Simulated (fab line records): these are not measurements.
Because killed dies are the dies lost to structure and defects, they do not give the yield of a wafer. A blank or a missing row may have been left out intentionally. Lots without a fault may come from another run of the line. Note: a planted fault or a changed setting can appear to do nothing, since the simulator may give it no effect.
Which tool was responsible? + flow berkeley-cmos170 + 14 lots with 42 wafers sampled at 3 steps, on a route of 331 steps

## WHAT THE GAUGES READ, wafer by wafer
Not one reading of a measure or inspect step in the record can be checked against a usual standard deviation.

## WHAT TOOL EACH LOT RAN ON (gives the tool, then ch and the chambers of the sampled wafers, and finally the start)
| lot  | UCB170_ZERO_DEVELOP_05           | UCB170_ZERO_ETCH_06               | UCB170_ZERO_STRIP_07                |
|------|----------------------------------|-----------------------------------|-------------------------------------|
| L698 | litho-track-02 ch 0, day 1 22:00 | rie-diel-04 ch 0,1,3, day 1 23:02 | plasma-asher-04 ch 0, day 1 23:03   |
| L699 | litho-track-02 ch 0, day 2 06:00 | rie-diel-04 ch 0,2,3, day 2 06:05 | plasma-asher-02 ch 0,1, day 2 06:09 |
| L700 | litho-track-02 ch 0, day 2 11:00 | rie-diel-02 ch 1,3, day 2 11:28   | plasma-asher-02 ch 0, day 2 11:29   |
| L701 | litho-track-02 ch 0, day 2 12:00 | rie-diel-03 ch 0,1, day 2 12:11   | plasma-asher-04 ch 0,1, day 2 12:13 |
| L702 | litho-track-02 ch 0, day 2 20:00 | rie-diel-04 ch 1,2, day 2 20:47   | plasma-asher-03 ch 1, day 2 20:48   |
| L704 | litho-track-03 ch 0, day 3 03:00 | rie-diel-02 ch 1,2,3, day 3 03:50 | plasma-asher-02 ch 0,1, day 3 03:53 |
| L714 | litho-track-02, day 5 02:00      | rie-diel-03 ch 1,3, day 5 03:04   | plasma-asher-03 ch 0,1, day 5 03:05 |
| L713 | litho-track-04, day 5 03:00      | rie-diel-03 ch 1,2, day 5 03:14   | plasma-asher-04 ch 0,1, day 5 03:15 |
| L715 | litho-track-02 ch 0, day 5 13:00 | rie-diel-04 ch 0,1,2, day 5 13:35 | plasma-asher-04 ch 0,1, day 5 13:37 |
| L716 | litho-track-02 ch 0, day 5 14:00 | rie-diel-02 ch 0,1,2, day 5 14:08 | plasma-asher-02 ch 1, day 5 14:10   |
| L717 | litho-track-03 ch 0, day 6 00:00 | rie-diel-03 ch 0,1,2, day 6 00:23 | plasma-asher-02 ch 1, day 6 00:24   |
| L718 | litho-track-02 ch 0, day 6 00:00 | rie-diel-04 ch 0,1, day 6 00:29   | plasma-asher-04 ch 0,1, day 6 00:33 |
| L719 | litho-track-04 ch 0, day 6 07:00 | rie-diel-03 ch 0,2,3, day 6 07:58 | plasma-asher-03 ch 0,1, day 6 07:59 |
| L720 | litho-track-03 ch 0, day 6 12:00 | rie-diel-04 ch 0,2,3, day 6 12:44 | plasma-asher-04 ch 0, day 6 12:46   |
- UCB170_ZERO_DEVELOP_05: develop time 45 s.
- UCB170_ZERO_ETCH_06: etches SiO2 in CHF3/CF4/Ar, time 12 s.
- UCB170_ZERO_STRIP_07: strips in O2.

## WHAT THE TOOLS THEMSELVES READ (means of the sampled wafers that have a number; where no wafer has one, the mark that the record gives instead)
UCB170_ZERO_DEVELOP_05.
| lot  | tool           | chill-plate-temp-C (C) |
|------|----------------|------------------------|
| L698 | litho-track-02 | 23.03                  |
| L699 | litho-track-02 | 22.89                  |
| L700 | litho-track-02 | 22.81                  |
| L701 | litho-track-02 | 23.10                  |
| L702 | litho-track-02 | 22.99                  |
| L704 | litho-track-03 | 22.99                  |
| L714 | litho-track-02 | -                      |
| L713 | litho-track-04 | -                      |
| L715 | litho-track-02 | 22.94                  |
| L716 | litho-track-02 | 22.97                  |
| L717 | litho-track-03 | 22.94                  |
| L718 | litho-track-02 | 23.05                  |
| L719 | litho-track-04 | 22.93                  |
| L720 | litho-track-03 | 23.08                  |

UCB170_ZERO_ETCH_06.
| lot  | tool        | CHF3_flow_sccm (sccm) | drypump-motor-current-A (A) | oes-product-au (a.u.) | throttle-valve-pct (%) |
|------|-------------|-----------------------|-----------------------------|-----------------------|------------------------|
| L698 | rie-diel-04 | 49.95                 | 5.7                         | 0.621                 | 9.22                   |
| L699 | rie-diel-04 | 50.03                 | 5.8                         | 0.621                 | 9.23                   |
| L700 | rie-diel-02 | 50.06                 | 6.2                         | 0.607                 | 9.24                   |
| L701 | rie-diel-03 | 49.99                 | 5.2                         | 0.621                 | 9.23                   |
| L702 | rie-diel-04 | 50.09                 | 6.1                         | 0.619                 | 9.26                   |
| L704 | rie-diel-02 | 49.81                 | 6.0                         | 0.608                 | 9.27                   |
| L714 | rie-diel-03 | 49.89                 | 5.6                         | 0.379                 | 9.08                   |
| L713 | rie-diel-03 | 50.07                 | 5.2                         | 0.385                 | 9.23                   |
| L715 | rie-diel-04 | 50.16                 | 6.0                         | 0.619                 | 9.24                   |
| L716 | rie-diel-02 | 50.07                 | 6.2                         | 0.606                 | 9.39                   |
| L717 | rie-diel-03 | 49.94                 | 5.4                         | 0.623                 | 9.24                   |
| L718 | rie-diel-04 | 50.27                 | 5.9                         | 0.627                 | 9.21                   |
| L719 | rie-diel-03 | 50.02                 | 5.6                         | 0.618                 | 9.18                   |
| L720 | rie-diel-04 | 49.91                 | 5.8                         | 0.618                 | 9.24                   |

UCB170_ZERO_STRIP_07.
| lot  | tool            | drypump-motor-current-A (A) | oes-product-au (a.u.) | strip-time-to-endpoint-s (s) |
|------|-----------------|-----------------------------|-----------------------|------------------------------|
| L698 | plasma-asher-04 | 6.1                         | 0.725                 | 21.32                        |
| L699 | plasma-asher-02 | 5.9                         | 0.728                 | 21.12                        |
| L700 | plasma-asher-02 | 5.6                         | 0.727                 | 21.20                        |
| L701 | plasma-asher-04 | 5.6                         | 0.726                 | 21.20                        |
| L702 | plasma-asher-03 | 5.8                         | 0.725                 | 21.23                        |
| L704 | plasma-asher-02 | 6.0                         | 0.726                 | 21.22                        |
| L714 | plasma-asher-03 | 5.9                         | 0.726                 | 21.50                        |
| L713 | plasma-asher-04 | 5.6                         | 0.729                 | 21.52                        |
| L715 | plasma-asher-04 | 5.6                         | 0.730                 | 21.16                        |
| L716 | plasma-asher-02 | 6.7                         | 0.728                 | 21.29                        |
| L717 | plasma-asher-02 | 6.7                         | 0.728                 | 21.25                        |
| L718 | plasma-asher-04 | 5.6                         | 0.727                 | 21.27                        |
| L719 | plasma-asher-03 | 5.8                         | 0.732                 | 21.25                        |
| L720 | plasma-asher-04 | 6.1                         | 0.730                 | 21.18                        |

## THE ANSWER, worked out from the rows above alone
Rule: the usual values come from the lots themselves. The widest of any qualifying gaps counts: lots, ordered by their means at a reading, are off when they make up no more than a third of the lots, leave a main group of 4 or more, and stand apart from it by 3 or more times the standard deviation of that group's means. Not used: any main group whose means are identical at the precision the tables above print for the reading. Also off: a lot with no number at a reading for which 4 or more lots have one. All remaining lots with rows at the step are treated as sound. After the gauges, taken in route order, come the tools' own readings; for these a lot's mean is taken, as printed above. At the first step where some lot is off, the reading lying furthest off is the one used; lots without a number count as furthest.
Off at UCB170_ZERO_DEVELOP_05 (chill-plate-temp-C): L714, L713. Without a number there: L714, L713. For the main group the mean is 22.98 C and the standard deviation 0.079.
A tool fits if, at that step or a process step before it, it ran every lot that is off, and no sound lot after the first of them. Not one of the candidates tried fits.

## WHAT THE SIMULATOR PUT IN
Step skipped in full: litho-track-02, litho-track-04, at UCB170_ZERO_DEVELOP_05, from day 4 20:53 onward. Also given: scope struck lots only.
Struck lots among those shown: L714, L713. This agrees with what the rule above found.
